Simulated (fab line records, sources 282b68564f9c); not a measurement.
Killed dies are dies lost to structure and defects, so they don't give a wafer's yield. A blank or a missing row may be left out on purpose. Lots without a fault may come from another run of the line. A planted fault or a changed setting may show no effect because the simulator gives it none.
fab line records | flow rit_cmos
record lots=14 wafers=42 last_day=7
route steps=202 shown NLDD@106
lots that met no fault: from a run of the same line without faults
start_h: hours from the record's first day to the start of the lot's first wafer shown | wait_h: hours since the lot's step before | " the same as in the row above | L1.1+2: a row that stands for several wafers | - no value, or no start given | * or withheld: withheld | < > ~ a bound
route shown NAME@n: a module of which the file shows steps, and the number in the route of the first | usual: mean/standard deviation of fault-free wafers | same: alike in all rows | chamber/n: place in a boat | sites: the reading at each site | _std_site: their standard deviation | _edge_site: outer sites' mean less inner sites' | radius_mm: how far each site lies from the wafer's centre | mask NAME#n: copy n | behind: the tool/chamber that last shaped the wafer | hold: why the lot was held/for how many hours/how that ended | device: the transistor (n, p or np) that didn't switch | end of line: the same wafers' tests at the end of the route | a step without rows: its recipe alone | killed: dies lost to structure and defects at the first sort, not the wafer's yield | map: a wafer's dies, x killed, . not, _ none there
set.NAME: the setting as run; set.NAME@STEP: as run at that earlier step | model.NAME: the simulator's own value behind a step, which no gauge read
steps of the route over a sample of lots; a table a step, a row a wafer
services: from which hour (start_h, from the record's first day; less than 0 if before it) a tool's chamber was out of use, for how many hours, and why
## steps
# step RIT_NLDD_EXPOSE_03
# recipe mask_id=M7 na=0.57 target_cd_nm=40700 dose_mj=250
# usual exposure_dose_mJ_cm2=250.07/0.26 focus_offset_nm=0.0/0.46 stage_vel_mm_s=499.98/0.22
# columns lot.wafer tool chamber start_h wait_h mask exposure_dose_mJ_cm2 focus_offset_nm stage_vel_mm_s
L161.1 iline_stepper-01 0 50.08 0.2 M7#0 250.42 -0.1 500.24
L161.3 " 0 " " M7#0 250.33 0.3 500.40
L161.6 " 0 " " M7#0 250.17 -0.8 500.30
L163.3 iline_stepper-02 0 61.37 0.4 M7#0 250.41 0.2 500.24
L163.5 " 0 " " M7#0 250.35 0.0 500.11
L163.6 " 0 " " M7#0 250.38 0.6 499.94
L164.2 iline_stepper-01 0 65.76 0.2 M7#0 250.27 -0.5 500.07
L164.5 " 0 " " M7#0 250.11 -0.7 499.89
L164.6 " 0 " " M7#0 249.94 0.1 500.23
L170.2 iline_stepper-02 - 91.45 0.1 M7#0 - - -
L170.3 " - " " M7#0 - - -
L170.5 " - " " M7#0 - - -
L171.1 iline_stepper-02 - 101.84 0.1 M7#0 - - -
L171.2 " - " " M7#0 - - -
L171.6 " - " " M7#0 - - -
L172.1 iline_stepper-01 0 104.52 0.2 M7#0 249.58 -0.2 500.22
L172.2 " 0 " " M7#0 250.22 0.1 500.29
L172.6 " 0 " " M7#0 249.61 0.4 499.79
L173.2 iline_stepper-01 0 107.06 0.1 M7#0 250.32 0.5 500.04
L173.3 " 0 " " M7#0 250.14 -0.1 499.99
L173.5 " 0 " " M7#0 250.22 0.0 500.09
L174.1 iline_stepper-02 0 113.09 0.2 M7#0 249.73 -0.6 500.00
L174.2 " 0 " " M7#0 250.26 -0.5 499.96
L174.6 " 0 " " M7#0 250.06 0.2 499.98
L175.3 iline_stepper-02 0 116.69 0.1 M7#0 250.13 0.0 499.58
L175.4 " 0 " " M7#0 249.84 0.0 499.62
L175.6 " 0 " " M7#0 250.20 -0.2 499.80
L177.1 iline_stepper-02 0 128.26 0.2 M7#0 250.37 0.4 499.77
L177.3 " 0 " " M7#0 250.41 0.2 500.09
L177.4 " 0 " " M7#0 250.38 0.3 499.77
L179.1 iline_stepper-02 0 136.79 0.2 M7#0 249.87 -1.0 500.09
L179.2 " 0 " " M7#0 249.49 -1.1 499.89
L179.4 " 0 " " M7#0 249.62 -0.3 499.85
L180.1 iline_stepper-02 0 142.44 0.1 M7#0 249.71 -0.6 500.16
L180.3 " 0 " " M7#0 249.90 -0.1 499.68
L180.6 " 0 " " M7#0 249.79 0.0 499.78
L181.2 iline_stepper-02 0 147.47 0.1 M7#0 250.13 -0.4 499.52
L181.4 " 0 " " M7#0 250.07 -0.2 499.74
L181.5 " 0 " " M7#0 249.80 -0.3 499.39
L183.1 iline_stepper-01 0 157.27 0.1 M7#0 249.98 0.7 499.85
L183.4 " 0 " " M7#0 250.22 -0.5 500.02
L183.6 " 0 " " M7#0 249.90 0.2 500.25
## services
# columns tool chamber start_h hours kind
iline_stepper-01 0 82.56 - calibration
iline_stepper-02 - 124.47 1.7 pm
iline_stepper-01 - 145.82 2.1 pm
iline_stepper-01 - 147.90 - consumable_replace:lamp
## key
first_sign step=RIT_NLDD_EXPOSE_03 reading=tool_record direction=missing
effect none on later readings
met_at RIT_NLDD_EXPOSE_03
struck_lots L170,L171
sort_left_out L170.2,L170.3,L170.5,L171.1,L171.2,L171.6
tester_left_out L170,L171
onset_between 61.37 91.45
fault kind=skipped_step_whole tool=iline_stepper-02 chamber=- onset_h=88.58 steps=RIT_NLDD_EXPOSE_03 scope=struck_lots_only
# tester_left_out: of these lots the tester's yield and bins aren't shown, on N5 and GAA mostly nor the transistor test; their killed dies are dies lost to structure and defects alone, not to doping, threshold or leakage, so they don't give the yield
# sort_left_out: the simulated sort isn't trusted on such a fault, so these wafers' sort isn't shown, and their yield isn't known
